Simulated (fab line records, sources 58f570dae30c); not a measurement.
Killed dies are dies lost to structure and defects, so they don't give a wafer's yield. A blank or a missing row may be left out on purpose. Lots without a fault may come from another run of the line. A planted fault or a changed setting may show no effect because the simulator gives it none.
Which tool did it? | flow berkeley_cmos170 | 11 lots, 33 wafers sampled, at 5 steps of a route of 331

WHAT THE GAUGES READ, wafer by wafer
UCB170_M2_RS_MEAS_02: measures by four-point-probe.
lot  | measured     | on            | M2_AL_RS (ohm/sq)
L811 | day 7 09:19  | film_metro-03 | 0.0322 0.0321 0.0321
L810 | day 7 09:46  | film_metro-04 | 0.0323 0.0322 0.0322
L819 | day 8 22:24  | film_metro-04 | 0.0321 0.0320 0.0414
L823 | day 9 17:21  | film_metro-01 | 0.0321 0.0321 0.0322
L825 | day 10 08:37 | film_metro-01 | 0.0321 0.0319 0.0320
L827 | day 10 20:13 | film_metro-03 | 0.0324 0.0324 0.0325
L826 | day 10 20:28 | film_metro-04 | 0.0323 0.0326 0.0324
L829 | day 11 08:42 | film_metro-01 | 0.0318 0.0320 0.0320
L830 | day 11 08:57 | film_metro-04 | 0.0321 0.0322 0.0318
L833 | day 12 01:20 | film_metro-04 | 0.0326 0.0327 0.0326
L832 | day 12 01:26 | film_metro-01 | 0.0321 0.0322 0.0322

WHICH TOOL RAN EACH LOT (tool, then ch and the chambers of the sampled wafers, then the start)
lot  | UCB170_CONTACT_RTA_08            | UCB170_V1_CVD_00                | UCB170_V1_STRIP_15                   | UCB170_M2_SPUTTER_01
L811 | rtp_anneal-02 ch 0, day 6 20:17  | pecvd-03 ch 0,1,2, day 7 06:33  | plasma_asher-04 ch 0,1, day 7 08:56  | pvd_sputter-03, day 7 09:13
L810 | rtp_anneal-01 ch 0, day 7 00:21  | pecvd-01 ch 0,2, day 7 06:33    | plasma_asher-03 ch 0,1, day 7 09:19  | pvd_sputter-01, day 7 09:37
L819 | rtp_anneal-02 ch 0, day 8 10:53  | pecvd-01 ch 0,1, day 8 19:35    | plasma_asher-03 ch 0,1, day 8 22:02  | pvd_sputter-01, day 8 22:17
L823 | rtp_anneal-01 ch 0, day 9 08:54  | pecvd-03 ch 0,1, day 9 14:53    | plasma_asher-04 ch 0,1, day 9 16:58  | pvd_sputter-04, day 9 17:14
L825 | rtp_anneal-02 ch 0, day 9 18:50  | pecvd-04 ch 0,1,2, day 10 06:11 | plasma_asher-02 ch 0,1, day 10 08:14 | pvd_sputter-04, day 10 08:32
L827 | rtp_anneal-01 ch 0, day 10 09:32 | pecvd-03 ch 1,2, day 10 17:36   | plasma_asher-02 ch 0,1, day 10 19:50 | pvd_sputter-04, day 10 20:05
L826 | rtp_anneal-01 ch 0, day 10 09:43 | pecvd-04 ch 0,1,2, day 10 17:36 | plasma_asher-04 ch 0,1, day 10 20:05 | pvd_sputter-03, day 10 20:23
L829 | rtp_anneal-01 ch 0, day 10 22:06 | pecvd-03 ch 0,1,2, day 11 05:41 | plasma_asher-02 ch 0,1, day 11 08:19 | pvd_sputter-04, day 11 08:35
L830 | rtp_anneal-02 ch 0, day 10 22:20 | pecvd-01 ch 0,2, day 11 05:41   | plasma_asher-04 ch 0,1, day 11 08:34 | pvd_sputter-03, day 11 08:51
L833 | rtp_anneal-02 ch 0, day 11 14:40 | pecvd-04 ch 0,1, day 11 22:53   | plasma_asher-03 ch 0,1, day 12 00:57 | pvd_sputter-01, day 12 01:14
L832 | rtp_anneal-01 ch 0, day 11 14:53 | pecvd-01 ch 1,2, day 11 22:53   | plasma_asher-04 ch 1, day 12 01:04   | pvd_sputter-03, day 12 01:21
- UCB170_CONTACT_RTA_08: time 10 s.
- UCB170_V1_CVD_00: deposits SiO2 from TEOS/O2, target thk 2000 nm, time 250 s.
- UCB170_V1_STRIP_15: strips in O2.
- UCB170_M2_SPUTTER_01: material Al, target thk 900 nm, time 120 s.

THE ANSWER, worked out from the rows above alone
Rule: what is usual is taken from the lots themselves. Put in order of their means at a reading, lots are off if they are a third of the lots or fewer, leave a main group of 4 or more, and stand apart from it by a gap of 3 or more times the standard deviation of the main group's means; of several such gaps the widest counts. A main group whose means are all the same, to the digits that the tables above print for the reading, isn't used. A lot without any number at a reading at which 4 lots or more have one is off too. The other lots that the step has rows for count as sound.
Off: L819, at UCB170_M2_RS_MEAS_02 (M2_AL_RS). The main group: mean 0.0322 ohm/sq, standard deviation 0.00021.
A tool fits if, at a process step before that reading, it ran every lot that is off, and no sound lot after the first of them. The gauges at UCB170_M2_RS_MEAS_02 are tried like those tools. None of those tried fits.

WHAT THE SIMULATOR HAD PUT IN
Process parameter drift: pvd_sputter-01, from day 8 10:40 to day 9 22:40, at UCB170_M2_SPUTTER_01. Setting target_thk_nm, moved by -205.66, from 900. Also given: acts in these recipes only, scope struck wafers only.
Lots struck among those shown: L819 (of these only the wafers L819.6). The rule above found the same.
